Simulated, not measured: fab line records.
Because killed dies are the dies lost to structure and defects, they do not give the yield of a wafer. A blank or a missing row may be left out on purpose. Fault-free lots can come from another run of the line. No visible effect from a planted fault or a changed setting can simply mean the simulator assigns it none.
Comparing a struck lot with a sound one | flow rit cmos | 15 steps out of a route of 202
Sound: these wafers, L296.1, L296.2, L296.4. Wafers L292.2, L292.5, L292.6 were the ones struck. At the end, the cause is stated.
At each step with rows: each side's tool, then ch and its chambers, then its first start. Under that, the readings that differ: sound wafers | struck wafers | difference of the means | sigmas: that difference in standard deviations of wafers without a fault.
alike: readings with means less than 2 such deviations apart, plus words and numbers identical on both sides. not compared: withheld readings, readings lacking a value on some wafer, bounds such as >300 that could conceal the same value, and numbers that have no deviation in the record and whose values overlap.
Wherever a step has rows on one side only, a row that says differs or no value, or a row with sigmas, the two part there. Non-overlapping numbers with no deviation appear without sigmas and do not part them. Lack of a reading on every wafer of one side parts them only where that side has two or more wafers.

RIT_SILICIDE_RTA_06: time 10 s, ramp up 5 s, ramp down 10 s.
  sound on rtp anneal-02 ch 0, day 6 15:19; struck on rtp anneal-01 ch 0, day 6 02:28
  alike: wafer_temp_C_max
RIT_CONTACT_CVD_00: deposits SiO2 from TEOS, target thk 400 nm, time 61 s.
  sound on pecvd-03 ch 1,2, day 6 15:22; struck on pecvd-03 ch 0,2, day 6 02:31
  alike: heater power w, susceptor temp C
RIT_CONTACT_THK_MEAS_01:
  sound on film metro-02 at day 6 15:25; struck on film metro-01 at day 6 02:35
  alike: CONTACT_TEOS_THK
then, 6 steps without rows for these wafers: RIT_CONTACT_HMDS_02 (prime time 60 s); RIT_CONTACT_COAT_03 (resist thk 1000 nm); RIT_CONTACT_SOFTBAKE_04 (time 60 s); RIT_CONTACT_EXPOSE_05 (exposes mask M11, target cd 1000 nm); RIT_CONTACT_PEB_06; RIT_CONTACT_DEVELOP_07 (develop time 120 s).
RIT_CONTACT_CD_MEAS_08: target cd 1000 nm.
  sound on cd sem-02 at day 6 16:27; struck on cd sem-01 at day 6 03:37
  alike: cd nm
RIT_CONTACT_OVL_MEAS_09:
  sound on overlay-02 at day 6 16:34; struck on overlay-01 at day 6 03:43
  alike: CONTACT_OVL
then, 1 step without rows for these wafers: RIT_CONTACT_HARDBAKE_10 (time 60 s).
RIT_CONTACT_ETCH_11: etches SiO2 in CHF3/CF4/Ar, stops on TiSi2, target depth 480 nm, time 320 s.
  sound on rie diel-01 ch 1,2, day 6 16:46; struck on rie diel-02 ch 2,3, day 6 03:54
  reading                                      | sound             | struck            | difference | sigmas
  rf fwd power W (W)                           | 199.1 199.6 199.8 | 167.9 167.9 168.2 | -31.5      | -53
  model.NOVOLAK_of_CONTACT_COAT_03.thk nm (nm) | 770.6 769.9 771.6 | 774.9 776.4 775.5 | +4.9       |
  alike: chamber pressure mTorr, drypump motor current A, oes product au, throttle valve pct
  not compared: rf hours counter h
RIT_CONTACT_STRIP_12: strips in O2, time 180 s.
  sound on plasma asher-03 ch 0,1, day 6 17:03; struck on plasma asher-03 ch 0,1, day 6 04:06
  alike: chamber pressure mTorr, drypump motor current A
  not compared: rf hours counter h
RIT_M1_PROBE_99:
  sound on prober-02 at day 6 21:51; struck on prober-01 at day 6 09:58
  alike: killed at contacts, killed at front end, killed dies, killed open, killed short
  not compared: model.etest.antenna contact.vt shift v

== WHERE THEY PART ==
RIT_CONTACT_ETCH_11 only, going by this record. Later steps at which nothing parts them and some readings are alike: RIT_CONTACT_STRIP_12, RIT_M1_PROBE_99.

WHY: whatever the simulator had introduced
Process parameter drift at RIT_CONTACT_ETCH_11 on rie diel-02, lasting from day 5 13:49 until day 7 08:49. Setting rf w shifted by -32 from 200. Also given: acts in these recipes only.
